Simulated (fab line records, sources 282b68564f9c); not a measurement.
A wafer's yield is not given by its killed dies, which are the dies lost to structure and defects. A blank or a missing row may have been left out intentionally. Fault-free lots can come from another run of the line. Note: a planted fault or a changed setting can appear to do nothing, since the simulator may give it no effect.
A struck lot beside a sound one + flow ritCmos + 17 steps out of a route of 202
Sound: these wafers, L206.1, L206.5, L206.6. Wafers L210.2, L210.3, L210.6 were the ones struck. At the end, the cause is stated.
Order at every step that has rows: each side's tool, ch and its chambers, its first start. Under that, the readings that differ: sound wafers + struck wafers + difference of the means + sigmas: that difference in standard deviations of wafers without a fault.
alike: readings whose means differ by less than 2 such deviations, and words and numbers that are the same on both sides. not compared: withheld readings, readings that some wafer has no value for, bounds like >300 that may hide the same value, and numbers for which the record gives no deviation and whose values overlap.
Wherever a step has rows on one side only, a row that says differs or no value, or a row with sigmas, the two part there. Numbers that have no deviation but don't overlap get no sigmas and don't part them. A reading that every wafer of one side lacks parts them only if that side has two wafers or more.

first, 1 step without rows for these wafers: RIT_PSD_IMPLANT_08.
RIT_PSD_STRIP_09: strips in O2, time 180 s.
  sound on plasmaAsher-03 ch 0,1, day 5 02:39; struck on plasmaAsher-04 ch 0,1, day 5 22:59
  alike: drypumpMotorCurrentA, rfReflPowerW
  not compared: rfHoursCounterH
RIT_PSD_TW_MEAS_10:
  sound: filmMetro-01 at day 5 02:49; struck: filmMetro-01 at day 5 23:10
  alike: PSD_TW
then, 3 steps without rows for these wafers: RIT_SDANNEAL_CLEAN_00 (cleans in SC1, time 600 s); RIT_SDANNEAL_CLEAN_01 (cleans in dHF, time 30 s); RIT_SDANNEAL_CLEAN_02 (cleans in SC2, time 600 s).
RIT_SDANNEAL_RTA_03: time 5 s.
  sound on rtpAnneal-02 ch 0, day 5 03:17; struck on rtpAnneal-02 ch 0, day 5 23:38
  alike: rampDownCPerS, wafer_temp_C_max
RIT_SDANNEAL_RS_MEAS_04: uses a four-point probe to measure.
  sound: filmMetro-02 at day 5 03:20; struck: filmMetro-01 at day 5 23:43
  alike: PSD_RS
RIT_SDANNEAL_RS_MEAS_05: uses a four-point probe to measure.
  sound: filmMetro-02 at day 5 03:28; struck: filmMetro-01 at day 5 23:50
| reading         | sound             | struck            | difference | sigmas |
|-----------------|-------------------|-------------------|------------|--------|
| NSD_RS (ohm/sq) | 84.90 84.70 84.96 | 84.39 83.99 83.69 | -0.83      | -3     |
RIT_SDANNEAL_RS_MEAS_06: uses a four-point probe to measure.
  sound: filmMetro-02 at day 5 03:35; struck: filmMetro-01 at day 5 23:57
  alike: PLDD_RS
RIT_SDANNEAL_RS_MEAS_07: uses a four-point probe to measure.
  sound: filmMetro-02 at day 5 03:42; struck: filmMetro-01 at day 6 00:04
  alike: NLDD_RS
then, 1 step without rows for these wafers: RIT_SILICIDE_WET_ETCH_00 (etches SiO2 in BOE, target depth 14 nm, time 15 s).
RIT_SILICIDE_SPUTTER_01: material Ti, target thk 30 nm, time 240 s.
  sound: pvdSputter-02 at day 5 03:50; struck: pvdSputter-04 at day 6 00:11
  alike: throttleValvePct
RIT_SILICIDE_RS_MEAS_02: uses a four-point probe to measure.
  sound: filmMetro-03 at day 5 03:59; struck: filmMetro-04 at day 6 00:21
| reading                 | sound          | struck         | difference | sigmas |
|-------------------------|----------------|----------------|------------|--------|
| SILICIDE_TI_RS (ohm/sq) | 47.8 47.9 47.5 | 65.4 64.2 64.6 | +17.0      | +33    |
RIT_SILICIDE_THK_MEAS_03: measures by xrf.
  sound: filmMetro-03 at day 5 04:06; struck: filmMetro-04 at day 6 00:28
| reading              | sound             | struck            | difference | sigmas |
|----------------------|-------------------|-------------------|------------|--------|
| SILICIDE_TI_THK (nm) | 30.22 30.32 30.41 | 25.15 25.52 25.45 | -4.94      | -18    |
RIT_SILICIDE_RTA_04: time 10 s, ramp up 5 s, ramp down 5 s.
  sound on rtpAnneal-01 ch 0, day 5 04:10; struck on rtpAnneal-01 ch 0, day 6 00:31
  alike: wafer_temp_C_max
after that, 1 step had no rows for these wafers: RIT_M1_PROBE_99.

== WHERE THEY PART ==
First at RIT_SDANNEAL_RS_MEAS_05; last, within this record, at RIT_SILICIDE_THK_MEAS_03. Later steps at which nothing parts them and some readings are alike: RIT_SILICIDE_RTA_04.

WHY: the cause the simulator had injected
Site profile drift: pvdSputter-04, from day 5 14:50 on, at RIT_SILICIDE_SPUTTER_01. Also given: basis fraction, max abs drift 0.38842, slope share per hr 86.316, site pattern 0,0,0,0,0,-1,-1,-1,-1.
